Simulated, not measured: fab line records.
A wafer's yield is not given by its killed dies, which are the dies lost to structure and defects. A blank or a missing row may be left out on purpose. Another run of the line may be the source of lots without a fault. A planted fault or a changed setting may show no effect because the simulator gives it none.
A struck lot beside a sound one | flow rit-cmos | 17 out of 202 route steps
Sound: the wafers L349.2, L349.3, L349.6. Struck: wafers L364.3, L364.4, L364.5. The cause comes at the end.
Order at every step that has rows: each side's tool, ch and its chambers, its first start. Under that, the readings that differ: sound wafers | struck wafers | difference of the means | sigmas: that difference in standard deviations of wafers without a fault.
alike: readings with means less than 2 such deviations apart, plus words and numbers identical on both sides. not compared: withheld readings, readings lacking a value on some wafer, bounds such as >300 that could conceal the same value, and numbers that have no deviation in the record and whose values overlap.
Wherever a step has rows on one side only, a row that says differs or no value, or a row with sigmas, the two part there. When numbers do not overlap yet have no deviation, they are printed without sigmas and do not part them. A reading that every wafer of one side lacks parts them only if that side has two wafers or more.

first, 2 steps without rows for these wafers: RIT_NRETRO_HARDBAKE_07 (time 120 s); RIT_NRETRO_IMPLANT_08.
RIT_NRETRO_STRIP_09: strips in O2, time 180 s.
  sound on plasma-asher-02 ch 0,1, day 3 03:25; struck on plasma-asher-01 ch 0,1, day 6 05:14
  alike: drypump-motor-current-A
  not compared: rf-hours-counter-h
RIT_NRETRO_TW_MEAS_10:
  sound on film-metro-02, day 3 03:36; struck on film-metro-04, day 6 05:22
  alike: NRETRO_TW
then, 6 steps without rows for these wafers: RIT_PRETRO_HMDS_00 (prime time 60 s); RIT_PRETRO_COAT_01 (resist thk 1300 nm); RIT_PRETRO_SOFTBAKE_02 (time 60 s); RIT_PRETRO_EXPOSE_03 (exposes mask M5, target cd 43700 nm); RIT_PRETRO_PEB_04; RIT_PRETRO_DEVELOP_05 (develop time 68 s).
RIT_PRETRO_OVL_MEAS_06:
  sound on overlay-01, day 3 04:40; struck on overlay-02, day 6 06:27
  reading         | sound       | struck        | difference | sigmas
  PRETRO_OVL (nm) | 2.3 1.9 2.6 | -0.8 -1.2 0.4 | -2.8       | -3
then, 1 step without rows for these wafers: RIT_PRETRO_HARDBAKE_07 (time 120 s).
RIT_PRETRO_IMPLANT_08:
  sound on implanter-02 ch 0, day 3 04:58; struck on implanter-02 ch 0, day 6 06:50
  reading            | sound                            | struck                          | difference  | sigmas
  dose-ions-cm2      | 1.2004e+13 1.2012e+13 1.2027e+13 | 1.6337e+13 1.634e+13 1.6316e+13 | +4.3167e+12 | +99 or more
  faraday-current-uA | 37.2 39.1 38.3                   | 51.9 53.6 52.5                  | +14.5       | +20
RIT_PRETRO_STRIP_09: strips in O2, time 180 s.
  sound on plasma-asher-03 ch 0,1, day 3 05:05; struck on plasma-asher-01 ch 0,1, day 6 06:59
  alike: drypump-motor-current-A
  not compared: rf-hours-counter-h
RIT_PRETRO_TW_MEAS_10:
  sound on film-metro-04, day 3 05:17; struck on film-metro-04, day 6 07:08
  reading   | sound             | struck            | difference | sigmas
  PRETRO_TW | 472.2 471.3 475.0 | 514.7 516.1 515.8 | +42.7      | +17
then, 1 step without rows for these wafers: RIT_GATE_WET_ETCH_00 (etches SiO2 in BOE, target depth 56 nm, time 60 s).
RIT_M1_PROBE_99:
  sound on prober-01, day 4 07:01; struck on prober-01, day 7 09:01
  reading                                    | sound                | struck              | difference | sigmas
  model.etest.nmos_0p3.r-on-ohm-um           | 2101 2078 2070       | 2291 2310 2298      | +217       |
  model.etest.nmos_0p15.r-on-ohm-um          | 1129 1146 1131       | 1205 1214 1203      | +72        |
  model.etest.nmos-turned.drive-ua-um        | 337.2 338.4 346.1    | 264.2 262.1 268.6   | -75.6      |
  model.etest.nmos_0p15.drive-ua-um          | 493.5 490.2 491      | 427.8 429.8 433.1   | -61.3      |
  model.etest.nmos_0p3.drive-ua-um           | 244 248.6 247.2      | 206.2 206.3 209     | -39.4      |
  model.etest.nmos-narrow.drive-ua-um        | 245.5 245.1 245.2    | 205.7 206.7 210.3   | -37.7      |
  model.etest.ring.delay-ps                  | 26.12 26.36 26.62    | 28.55 28.48 28.37   | +2.10      |
  model.etest.retro-edge-nmos.off-log10-a-um | -9.648 -9.575 -9.935 | -11.03 -11.3 -10.82 | -1.33      |
  alike: killed-at-front-end, killed-dies, killed-open, killed-short

== WHERE THEY PART ==
Last at RIT_PRETRO_TW_MEAS_10 as far as this record goes, first at RIT_PRETRO_OVL_MEAS_06. Later steps at which nothing parts them and some readings are alike: RIT_M1_PROBE_99.

WHY: the cause the simulator had injected
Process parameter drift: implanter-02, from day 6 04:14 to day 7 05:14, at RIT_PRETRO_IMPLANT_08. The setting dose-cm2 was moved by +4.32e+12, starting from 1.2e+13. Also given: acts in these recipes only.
